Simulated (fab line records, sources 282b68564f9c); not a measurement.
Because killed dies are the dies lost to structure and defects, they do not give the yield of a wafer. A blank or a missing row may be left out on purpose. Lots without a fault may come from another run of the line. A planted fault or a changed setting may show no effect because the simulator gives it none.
Struck lot and sound lot, side by side	flow rit_cmos	27 steps out of a route of 202
Sound: wafers L317.1, L317.3, L317.5. Wafers struck: L300.1, L300.3, L300.6. The cause comes at the end.
At each step with rows: each side's tool, then ch and its chambers, then its first start. Under that, the readings that differ: sound wafers	struck wafers	difference of the means	sigmas: that difference in standard deviations of wafers without a fault.
alike: readings with means less than 2 such deviations apart, plus words and numbers identical on both sides. not compared: withheld readings, readings lacking a value on some wafer, bounds such as >300 that could conceal the same value, and numbers that have no deviation in the record and whose values overlap.
A row with sigmas, a row that says differs or no value, or rows on one side alone: a step with any of these is where the two part. When numbers do not overlap yet have no deviation, they are printed without sigmas and do not part them. Lack of a reading on every wafer of one side parts them only where that side has two or more wafers.

first, 4 steps without rows for these wafers: RIT_CONTACT_SOFTBAKE_04 (time 60 s); RIT_CONTACT_EXPOSE_05 (exposes mask M11, target cd 1000 nm); RIT_CONTACT_PEB_06; RIT_CONTACT_DEVELOP_07 (develop time 120 s).
RIT_CONTACT_CD_MEAS_08: the cd target is 1000 nm.
  sound: cd_sem-01 at day 8 05:46; struck: cd_sem-01 at day 4 10:29
  alike: cd_nm
RIT_CONTACT_OVL_MEAS_09:
  sound: overlay-02 at day 8 05:53; struck: overlay-01 at day 4 10:37
  alike: CONTACT_OVL
then, 1 step without rows for these wafers: RIT_CONTACT_HARDBAKE_10 (time 60 s).
RIT_CONTACT_ETCH_11: etches SiO2 in CHF3/CF4/Ar, stops on TiSi2, target depth 480 nm, time 320 s.
  sound on rie_diel-03 ch 0,1, day 8 06:12; struck on rie_diel-02 ch 0,2,3, day 4 10:47
  alike: drypump_motor_current_A, oes_product_au, throttle_valve_pct
  not compared: rf_hours_counter_h
RIT_CONTACT_STRIP_12: strips in O2, time 180 s.
  sound on plasma_asher-01 ch 0,1, day 8 06:23; struck on plasma_asher-03 ch 0,1, day 4 10:59
  alike: drypump_motor_current_A, rf_refl_power_W
  not compared: rf_hours_counter_h
RIT_CONTACT_CD_MEAS_90: the cd target is 1000 nm.
  sound: cd_sem-02 at day 8 06:34; struck: cd_sem-02 at day 4 11:10
  alike: cd_nm
then, 2 steps without rows for these wafers: RIT_CONTACT_CLEAN_13 (cleans in SC1, time 600 s); RIT_CONTACT_CLEAN_14 (cleans in SC2, time 600 s).
RIT_M1_SPUTTER_00: material Al, target thk 400 nm, time 508 s.
  sound: pvd_sputter-02 at day 8 07:03; struck: pvd_sputter-03 at day 4 12:08
  alike: cathode_dc_power_W, throttle_valve_pct
RIT_M1_RS_MEAS_01: measurement is done with a four-point probe.
  sound: film_metro-02 at day 8 07:21; struck: film_metro-03 at day 4 12:31
reading	sound	struck	difference	sigmas
M1_AL_RS (ohm/sq)	0.0732 0.0730 0.0728	0.0353 0.0357 0.0363	-0.0372	-34
RIT_M1_THK_MEAS_02: measures by xrf.
  sound: film_metro-02 at day 8 07:28; struck: film_metro-03 at day 4 12:38
reading	sound	struck	difference	sigmas
M1_AL_THK (nm)	406 409 409	822 816 807	+407	+63
then, 6 steps without rows for these wafers: RIT_M1_HMDS_03 (prime time 60 s); RIT_M1_COAT_04 (resist thk 1300 nm); RIT_M1_SOFTBAKE_05 (time 60 s); RIT_M1_EXPOSE_06 (exposes mask M12, target cd 2600 nm); RIT_M1_PEB_07; RIT_M1_DEVELOP_08 (develop time 68 s).
RIT_M1_CD_MEAS_09: the cd target is 2600 nm.
  sound: cd_sem-01 at day 8 08:32; struck: cd_sem-02 at day 4 13:41
  alike: cd_nm
RIT_M1_OVL_MEAS_10:
  sound: overlay-02 at day 8 08:39; struck: overlay-01 at day 4 13:49
  alike: M1_OVL
then, 1 step without rows for these wafers: RIT_M1_HARDBAKE_11 (time 120 s).
RIT_M1_METAL_ETCH_12: etches Al in Cl2/BCl3, stops on SiO2, time 165 s, target depth 600 nm.
  sound on rie_metal-01 ch 1, day 8 08:56; struck on rie_metal-03 ch 0, day 4 14:14
reading	sound	struck	difference	sigmas
oes_product_au (a.u.)	0.775 0.779 0.783	1.021 1.027 1.011	+0.241	+19
throttle_valve_pct (%)	8.39 8.38 8.36	8.13 8.12 8.13	-0.25	-3
model.etch.depth_nm (nm)	401.4 403.4 403.8	597.6 602.8 597.6	+196.5	
model.M1.feature_depth_nm (nm)	433.1 435.1 435.2	597.6 602.8 597.6	+164.9	
  alike: drypump_motor_current_A, he_backside_leak_sccm
  not compared: rf_hours_counter_h
then, 1 step without rows for these wafers: RIT_M1_STRIP_13 (strips in nmp, time 600 s).
RIT_M1_PROBE_99:
  sound: prober-02 at day 8 12:16; struck: prober-01 at day 4 16:34
reading	sound	struck	difference	sigmas
defect_limited_yield (%)	95.8 95.1 99.2	0 0 0	-97	-88
killed_at_M0_to_M3	0 0 0	258 259 260	+259	+99 or more
killed_dies	11 13 2	264 264 264	+255	+85
killed_on_rim	2 3 1	70 70 70	+68	+57
sort_bin_5_function (%)	0.8 1.9 0.4	99.2 98.9 99.6	+98.2	+99 or more
sort_n_pass	253 251 262	0 0 0	-255	-85
sort_yield_pct (%)	95.8 95.1 99.2	0 0 0	-97	-88
  alike: killed_at_contacts, killed_at_front_end, killed_open, killed_short, sort_bin_3_pad_short, sort_bin_6_memory

WHERE THEY PART
First at RIT_M1_RS_MEAS_01; last, within this record, at RIT_M1_PROBE_99.

WHY: whatever the simulator had introduced
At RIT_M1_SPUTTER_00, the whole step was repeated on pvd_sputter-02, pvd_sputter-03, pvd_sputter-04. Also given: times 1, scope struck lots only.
